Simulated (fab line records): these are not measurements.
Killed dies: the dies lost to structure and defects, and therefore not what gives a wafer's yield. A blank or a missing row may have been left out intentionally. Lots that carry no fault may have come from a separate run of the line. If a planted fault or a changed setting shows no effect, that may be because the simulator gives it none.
fab line records	flow rit_cmos
record lots=13	wafers=39	last_day=8
route steps=202 shown PRETRO@67 SDANNEAL@156 SILICIDE@165 M1@193
lots that met no fault: from a run of the same line without faults
start_h: the number of hours between the record's first day and the start of the first shown wafer of the lot	wait_h: hours since the lot's step before	" as in the row above	L1.1+2: one row covering several wafers at once	- value missing, or start not given	* or withheld: withheld	< > ~ a bound
route shown NAME@n: a module of which the file shows steps, and the number in the route of the first	usual: mean/standard deviation of fault-free wafers	same: alike in all rows	chamber/n: place in a boat	sites: per-site readings	_std_site: their standard deviation	_edge_site: inner sites' mean taken away from outer sites' mean	radius_mm: how far each site lies from the wafer's centre	mask NAME#n: copy n	behind: the tool/chamber that last shaped the wafer	hold: the reason the lot was held/the length of the hold in hours/how it ended	device: the transistor (n, p or np) that didn't switch	end of line: tests run on the same wafers once the route is complete	where a step has no rows: the recipe by itself	killed: dies lost to structure and defects at the first sort, not the wafer's yield	map: a wafer's dies, marking killed ones x, the rest . and places with no die _
set.NAME: the run value of the setting; set.NAME@STEP: its run value at that earlier step	model.NAME: the simulator's own value behind a step, which no gauge read
steps of the route over a sample of lots; a table a step, a row a wafer
services: when a tool's chamber went out of use (start_h, in hours from the record's first day, below 0 if earlier), for how many hours, and the reason
## steps
# step RIT_PRETRO_EXPOSE_03
# recipe mask_id=M5	na=0.57	target_cd_nm=43700	dose_mj=250
lot.wafer	tool	chamber	start_h	wait_h	mask
L631.1+2+6	iline_stepper-01	0	39.41	0.1	M5#0
L632.2+4+6	iline_stepper-01	0	42.04	0.1	M5#0
L633.1+4+5	iline_stepper-02	0	45.47	0.2	M5#0
L634.2+5+6	iline_stepper-01	0	47.78	0.2	M5#0
L635.1+2+6	iline_stepper-02	0	59.35	0.4	M5#0
L637.2+4+5	iline_stepper-01	0	62.10	0.1	M5#0
L640.1+5+6	iline_stepper-01	0	75.49	0.2	M5#0
L643.3+4+5	iline_stepper-02	0	92.21	0.2	M5#0
L644.4+5+6	iline_stepper-01	0	97.44	0.2	M5_R1#0
L645.1+2+6	iline_stepper-02	0	103.04	0.2	M5#0
L647.2+3+5	iline_stepper-01	0	112.10	0.2	M5#0
L653.4+5+6	iline_stepper-02	0	149.95	0.1	M5#0
L654.1+4+6	iline_stepper-02	0	154.38	0.1	M5#0
# step RIT_SDANNEAL_RTA_03
# recipe temp_c=1050	time_s=5	idle_temp_c=600	ramp_up_c_per_s=342	ramp_down_c_per_s=171	cool_to_c=600	ambient=N2
# usual wafer_temp_C_max=1053.5/1.1
lot.wafer	tool	chamber	start_h	wait_h	wafer_temp_C_max
L631.1	rtp_anneal-02	0	60.25	0.0	1055.5
L631.2	"	0	"	"	1054.2
L631.6	"	0	"	"	1054.8
L632.2	rtp_anneal-01	0	62.58	0.0	1053.4
L632.4	"	0	"	"	1053.9
L632.6	"	0	"	"	1053.1
L633.1	rtp_anneal-02	0	64.70	0.0	1054.2
L633.4	"	0	"	"	1052.6
L633.5	"	0	"	"	1054.2
L634.2	rtp_anneal-01	0	69.00	0.0	1052.0
L634.5	"	0	"	"	1053.2
L634.6	"	0	"	"	1056.1
L637.2	rtp_anneal-02	0	82.70	0.0	1052.9
L637.4	"	0	"	"	1051.1
L637.5	"	0	"	"	1054.2
L635.1	rtp_anneal-02	0	82.82	0.0	1051.8
L635.2	"	0	"	"	1052.3
L635.6	"	0	"	"	1053.4
L640.1	rtp_anneal-01	0	96.04	0.0	1052.2
L640.5	"	0	"	"	1052.1
L640.6	"	0	"	"	1053.8
L643.3	rtp_anneal-02	0	111.89	0.0	1052.1
L643.4	"	0	"	"	1052.8
L643.5	"	0	"	"	1054.2
L644.4	rtp_anneal-01	0	119.82	0.0	1052.6
L644.5	"	0	"	"	1054.5
L644.6	"	0	"	"	1054.7
L645.1	rtp_anneal-02	0	121.58	0.0	1055.3
L645.2	"	0	"	"	1054.0
L645.6	"	0	"	"	1051.7
L647.2	rtp_anneal-02	0	132.69	0.0	1053.1
L647.3	"	0	"	"	1053.9
L647.5	"	0	"	"	1054.1
L653.4	rtp_anneal-02	0	175.59	0.0	1053.3
L653.5	"	0	"	"	1051.2
L653.6	"	0	"	"	1053.8
L654.1	rtp_anneal-01	0	177.48	0.0	1052.6
L654.4	"	0	"	"	1053.6
L654.6	"	0	"	"	1052.7
# step RIT_SILICIDE_RTA_04
# recipe temp_c=650	time_s=10	idle_temp_c=25	ramp_up_s=5	ramp_down_s=5	cool_to_c=25	ambient=N2
# usual wafer_temp_C_max=652.5/0.52
lot.wafer	tool	chamber	start_h	wait_h	wafer_temp_C_max
L631.1	rtp_anneal-01	0	61.13	0.1	653.2
L631.2	"	0	"	"	651.9
L631.6	"	0	"	"	653.0
L632.2	rtp_anneal-02	0	63.46	0.1	653.4
L632.4	"	0	"	"	652.7
L632.6	"	0	"	"	652.0
L633.1	rtp_anneal-01	0	65.58	0.1	652.0
L633.4	"	0	"	"	652.7
L633.5	"	0	"	"	652.8
L634.2	rtp_anneal-02	0	69.88	0.1	652.5
L634.5	"	0	"	"	652.6
L634.6	"	0	"	"	653.0
L637.2	rtp_anneal-01	0	83.58	0.1	652.1
L637.4	"	0	"	"	652.0
L637.5	"	0	"	"	652.4
L635.1	rtp_anneal-02	0	83.70	0.1	653.5
L635.2	"	0	"	"	652.3
L635.6	"	0	"	"	652.4
L640.1	rtp_anneal-02	0	96.93	0.1	652.7
L640.5	"	0	"	"	652.0
L640.6	"	0	"	"	653.6
L643.3	rtp_anneal-01	0	112.77	0.1	653.0
L643.4	"	0	"	"	652.7
L643.5	"	0	"	"	652.8
L644.4	rtp_anneal-02	0	120.70	0.1	652.4
L644.5	"	0	"	"	652.4
L644.6	"	0	"	"	652.4
L645.1	rtp_anneal-01	0	122.46	0.1	652.6
L645.2	"	0	"	"	653.1
L645.6	"	0	"	"	652.3
L647.2	rtp_anneal-01	0	133.57	0.1	652.8
L647.3	"	0	"	"	652.2
L647.5	"	0	"	"	651.6
L653.4	rtp_anneal-01	0	176.48	0.1	653.1
L653.5	"	0	"	"	652.5
L653.6	"	0	"	"	652.0
L654.1	rtp_anneal-02	0	178.36	0.1	652.7
L654.4	"	0	"	"	651.6
L654.6	"	0	"	"	652.4
# step RIT_M1_CD_MEAS_09
# recipe target_cd_nm=2600
# usual cd_nm=2600.4/2.1
lot.wafer	tool	chamber	start_h	wait_h	cd_nm
L631.1	cd_sem-01	-	65.16	-	2600.4
L631.2	"	-	"	"	2600.2
L631.6	"	-	"	"	2598.6
L632.2	cd_sem-02	-	67.35	-	2601.2
L632.4	"	-	"	"	2603.4
L632.6	"	-	"	"	2604.1
L633.1	cd_sem-02	-	69.76	-	2601.7
L633.4	"	-	"	"	2597.3
L633.5	"	-	"	"	2599.7
L634.2	cd_sem-01	-	74.23	-	2597.3
L634.5	"	-	"	"	2599.4
L634.6	"	-	"	"	2596.8
L637.2	cd_sem-01	-	87.78	-	2602.7
L637.4	"	-	"	"	2600.5
L637.5	"	-	"	"	2601.1
L635.1	cd_sem-02	-	88.40	-	2604.4
L635.2	"	-	"	"	2604.5
L635.6	"	-	"	"	2602.2
L640.1	cd_sem-01	-	100.73	-	2597.2
L640.5	"	-	"	"	2596.0
L640.6	"	-	"	"	2596.9
L643.3	cd_sem-01	-	116.56	-	2597.1
L643.4	"	-	"	"	2600.9
L643.5	"	-	"	"	2598.8
L644.4	cd_sem-01	-	124.61	-	2600.1
L644.5	"	-	"	"	2599.5
L644.6	"	-	"	"	2599.6
L645.1	cd_sem-01	-	126.33	-	2599.7
L645.2	"	-	"	"	2601.5
L645.6	"	-	"	"	2602.5
L647.2	cd_sem-01	-	137.46	-	2599.3
L647.3	"	-	"	"	2600.3
L647.5	"	-	"	"	2600.2
L653.4	cd_sem-01	-	180.61	-	2600.7
L653.5	"	-	"	"	2600.4
L653.6	"	-	"	"	2598.9
L654.1	cd_sem-01	-	182.13	-	2603.9
L654.4	"	-	"	"	2602.9
L654.6	"	-	"	"	2602.9
# step RIT_M1_PROBE_99
# usual killed_at_contacts=0.0/0.2	killed_at_front_end=7/3	killed_dies=7/3	killed_open=3.4/1.8	killed_short=3.8/2.1
# same gross_dies=264	killed_at_M0_to_M3=0	killed_at_M4_up=0	killed_at_back_side=0	killed_at_other=0
lot.wafer	tool	chamber	start_h	wait_h	killed_at_contacts	killed_at_front_end	killed_dies	killed_open	killed_short
L631.1	prober-01	-	67.82	0.1	0	8	8	6	2
L631.2	prober-01	-	67.87	0.1	1	10	11	7	4
L631.6	prober-01	-	68.07	0.2	0	10	10	6	4
L632.2	prober-02	-	70.21	0.1	0	14	14	7	7
L632.4	prober-02	-	70.31	0.2	0	8	8	3	5
L632.6	prober-02	-	70.41	0.2	0	6	6	2	4
L633.1	prober-01	-	72.42	0.1	0	11	11	9	2
L633.4	prober-01	-	72.57	0.2	0	6	6	3	3
L633.5	prober-01	-	72.62	0.2	0	5	5	4	1
L634.2	prober-02	-	77.26	0.1	0	7	7	3	4
L634.5	prober-02	-	77.41	0.2	0	5	5	1	4
L634.6	prober-02	-	77.46	0.2	0	7	7	4	3
L637.2	prober-01	-	90.68	0.1	0	8	8	3	5
L637.4	prober-01	-	90.78	0.2	0	9	9	5	4
L637.5	prober-01	-	90.83	0.2	0	3	3	0	3
L635.1	prober-01	-	92.13	0.1	0	6	6	5	1
L635.2	prober-01	-	92.18	0.1	0	7	7	3	4
L635.6	prober-01	-	92.38	0.2	0	4	4	3	1
L640.1	prober-01	-	103.39	0.1	0	5	5	1	4
L640.5	prober-01	-	103.59	0.2	0	9	9	5	4
L640.6	prober-01	-	103.64	0.2	0	3	3	1	2
L643.3	prober-02	-	119.29	0.2	0	9	9	6	3
L643.4	prober-02	-	119.34	0.2	0	13	13	5	8
L643.5	prober-02	-	119.39	0.2	1	8	9	5	4
L644.4	prober-01	-	127.36	0.2	0	3	3	2	1
L644.5	prober-01	-	127.41	0.2	0	3	3	3	0
L644.6	prober-01	-	127.46	0.2	1	6	7	5	2
L645.1	prober-02	-	128.99	0.1	0	4	4	3	1
L645.2	prober-02	-	129.04	0.1	0	8	8	5	3
L645.6	prober-02	-	129.24	0.2	0	3	3	1	2
L647.2	prober-02	-	140.15	0.1	0	8	8	4	4
L647.3	prober-02	-	140.20	0.2	0	6	6	3	3
L647.5	prober-02	-	140.30	0.2	0	8	8	3	5
L653.4	prober-02	-	183.36	0.2	0	7	7	3	4
L653.5	prober-02	-	183.41	0.2	0	2	2	2	0
L653.6	prober-02	-	183.46	0.2	0	5	5	2	3
L654.1	prober-01	-	184.78	0.1	0	8	8	3	5
L654.4	prober-01	-	184.93	0.2	1	7	8	5	3
L654.6	prober-01	-	185.03	0.2	0	17	17	4	13
# killed by level:class
L631.1 GATE:geometric_particle:open=3 GATE:geometric_particle:short=2 REOX:geometric_particle:open=2 FOX1:geometric_particle:open=1
L631.2 GATE:geometric_particle:open=4 SILICIDE:geometric_particle:open=3 GATE:geometric_particle:short=2 REOX:geometric_particle:short=1 CONTACT:geometric_particle:short=1
L631.6 GATE:geometric_particle:open=2 GATE:geometric_particle:short=2 REOX:geometric_particle:open=2 REOX:geometric_particle:short=2 FOX1:geometric_particle:open=1 SILICIDE:geometric_particle:open=1
L632.2 GATE:geometric_particle:open=4 GATE:geometric_particle:short=4 SILICIDE:geometric_particle:short=2 FOX1:geometric_particle:open=1 REOX:geometric_particle:open=1 SPACER:geometric_particle:short=1 SPACER:geometric_particle:open=1
L632.4 GATE:geometric_particle:short=2 SPACER:geometric_particle:open=2 SPACER:geometric_particle:short=2 SILICIDE:geometric_particle:short=1 SILICIDE:geometric_particle:open=1
L632.6 REOX:geometric_particle:short=2 FOX1:geometric_particle:open=1 GATE:geometric_particle:short=1 REOX:geometric_particle:open=1 SPACER:geometric_particle:short=1
L633.1 GATE:geometric_particle:open=5 FOX2:geometric_particle:open=2 FOX1:geometric_particle:short=1 REOX:geometric_particle:short=1 SPACER:geometric_particle:open=1 SILICIDE:geometric_particle:open=1
L633.4 GATE:geometric_particle:open=3 FOX1:geometric_particle:short=1 FOX2:geometric_particle:short=1 SILICIDE:geometric_particle:short=1
L633.5 SILICIDE:geometric_particle:open=3 FOX2:geometric_particle:open=1 GATE:geometric_particle:short=1
L634.2 GATE:geometric_particle:short=3 FOX1:geometric_particle:open=1 FOX2:geometric_particle:open=1 REOX:geometric_particle:short=1 SPACER:geometric_particle:open=1
L634.5 GATE:geometric_particle:short=2 FOX1:geometric_particle:short=1 FOX2:geometric_particle:open=1 SPACER:geometric_particle:short=1
L634.6 FOX1:geometric_particle:open=1 FOX2:geometric_particle:open=1 GATE:geometric_particle:short=1 REOX:geometric_particle:short=1 REOX:geometric_particle:open=1 SPACER:geometric_particle:open=1 SILICIDE:geometric_particle:short=1
L637.2 GATE:geometric_particle:short=5 GATE:geometric_particle:open=2 SPACER:geometric_particle:open=1
L637.4 GATE:geometric_particle:open=4 GATE:geometric_particle:short=3 FOX2:geometric_particle:open=1 SILICIDE:geometric_particle:short=1
L637.5 FOX1:geometric_particle:short=1 GATE:geometric_particle:short=1 REOX:geometric_particle:short=1
L635.1 GATE:geometric_particle:open=5 SPACER:geometric_particle:short=1
L635.2 GATE:geometric_particle:short=3 SILICIDE:geometric_particle:open=2 FOX1:geometric_particle:short=1 REOX:geometric_particle:open=1
L635.6 SPACER:geometric_particle:open=2 FOX1:geometric_particle:short=1 GATE:geometric_particle:open=1
L640.1 FOX1:geometric_particle:short=1 FOX2:geometric_particle:short=1 GATE:geometric_particle:short=1 SILICIDE:geometric_particle:short=1 SILICIDE:geometric_particle:open=1
L640.5 GATE:geometric_particle:open=2 REOX:geometric_particle:short=2 FOX2:geometric_particle:open=1 GATE:geometric_particle:short=1 SPACER:geometric_particle:short=1 SPACER:geometric_particle:open=1 SILICIDE:geometric_particle:open=1
L640.6 FOX1:geometric_particle:short=1 GATE:geometric_particle:open=1 SPACER:geometric_particle:short=1
L643.3 FOX1:geometric_particle:open=3 GATE:geometric_particle:short=2 GATE:geometric_particle:open=2 SPACER:geometric_particle:open=1 SILICIDE:geometric_particle:short=1
L643.4 GATE:geometric_particle:short=3 FOX1:geometric_particle:short=2 GATE:geometric_particle:open=2 SPACER:geometric_particle:short=2 ACTIVE:geometric_particle:open=1 FOX1:geometric_particle:open=1 SPACER:geometric_particle:open=1 SILICIDE:geometric_particle:short=1
L643.5 GATE:geometric_particle:open=3 FOX1:geometric_particle:open=1 FOX2:geometric_particle:short=1 GATE:geometric_particle:short=1 SPACER:geometric_particle:open=1 SPACER:geometric_particle:short=1 CONTACT:geometric_particle:short=1
L644.4 GATE:geometric_particle:open=1 SPACER:geometric_particle:short=1 SPACER:geometric_particle:open=1
L644.5 SPACER:geometric_particle:open=2 GATE:geometric_particle:open=1
L644.6 GATE:geometric_particle:open=2 GATE:geometric_particle:short=2 FOX1:geometric_particle:open=1 SPACER:geometric_particle:open=1 CONTACT:geometric_particle:open=1
L645.1 GATE:geometric_particle:short=1 REOX:geometric_particle:open=1 SPACER:geometric_particle:open=1 SILICIDE:geometric_particle:open=1
L645.2 GATE:geometric_particle:open=2 GATE:geometric_particle:short=2 FOX2:geometric_particle:open=1 REOX:geometric_particle:open=1 SPACER:geometric_particle:short=1 SPACER:geometric_particle:open=1
L645.6 REOX:geometric_particle:short=1 SILICIDE:geometric_particle:open=1 SILICIDE:geometric_particle:short=1
L647.2 FOX1:geometric_particle:open=4 GATE:geometric_particle:short=4
L647.3 FOX1:geometric_particle:open=2 FOX1:geometric_particle:short=1 GATE:geometric_particle:short=1 REOX:geometric_particle:open=1 SPACER:geometric_particle:short=1
L647.5 FOX1:geometric_particle:short=4 FOX1:geometric_particle:open=1 GATE:geometric_particle:open=1 REOX:geometric_particle:short=1 REOX:geometric_particle:open=1
L653.4 FOX1:geometric_particle:open=1 FOX1:geometric_particle:short=1 FOX2:geometric_particle:short=1 FOX2:geometric_particle:open=1 SPACER:geometric_particle:short=1 SILICIDE:geometric_particle:short=1 SILICIDE:geometric_particle:open=1
L653.5 SILICIDE:geometric_particle:open=2
L653.6 FOX1:geometric_particle:short=1 FOX2:geometric_particle:open=1 GATE:geometric_particle:short=1 SPACER:geometric_particle:open=1 SILICIDE:geometric_particle:short=1
L654.1 SPACER:geometric_particle:short=2 FOX2:geometric_particle:open=1 FOX2:geometric_particle:short=1 GATE:geometric_particle:open=1 GATE:geometric_particle:short=1 REOX:geometric_particle:short=1 SILICIDE:geometric_particle:open=1
L654.4 REOX:geometric_particle:open=2 SPACER:geometric_particle:open=2 REOX:geometric_particle:short=1 SPACER:geometric_particle:short=1 SILICIDE:geometric_particle:short=1 CONTACT:geometric_particle:open=1
L654.6 GATE:geometric_particle:short=4 FOX1:geometric_particle:short=3 SPACER:geometric_particle:short=3 FOX2:geometric_particle:short=2 FOX1:geometric_particle:open=1 GATE:geometric_particle:open=1 REOX:geometric_particle:open=1 SPACER:geometric_particle:open=1
## services
tool	chamber	start_h	hours	kind
iline_stepper-02	-	35.36	7.5	repair
iline_stepper-01	0	51.18	-	calibration
iline_stepper-01	-	76.63	1.7	pm
iline_stepper-02	-	110.73	1.7	repair
## key
first_sign step=RIT_PRETRO_EXPOSE_03	reading=mask	direction=changed
effect none on later readings
met_at RIT_PRETRO_EXPOSE_03
struck_lots L644
tester_left_out L644
not_acting_at RIT_SDANNEAL_RTA_03,RIT_SILICIDE_RTA_04,RIT_M1_CD_MEAS_09
onset_between 75.49 97.44
fault kind=wrong_mask	tool=any	chamber=-	onset_h=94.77	steps=RIT_PRETRO_EXPOSE_03	aux_copy=M5_R1#0	cd_offset_nm=-350	scope=struck_lots_only
# tester_left_out: of these lots the tester's yield and bins aren't shown, on N5 and GAA mostly nor the transistor test; their killed dies are dies lost to structure and defects alone, not to doping, threshold or leakage, so they don't give the yield
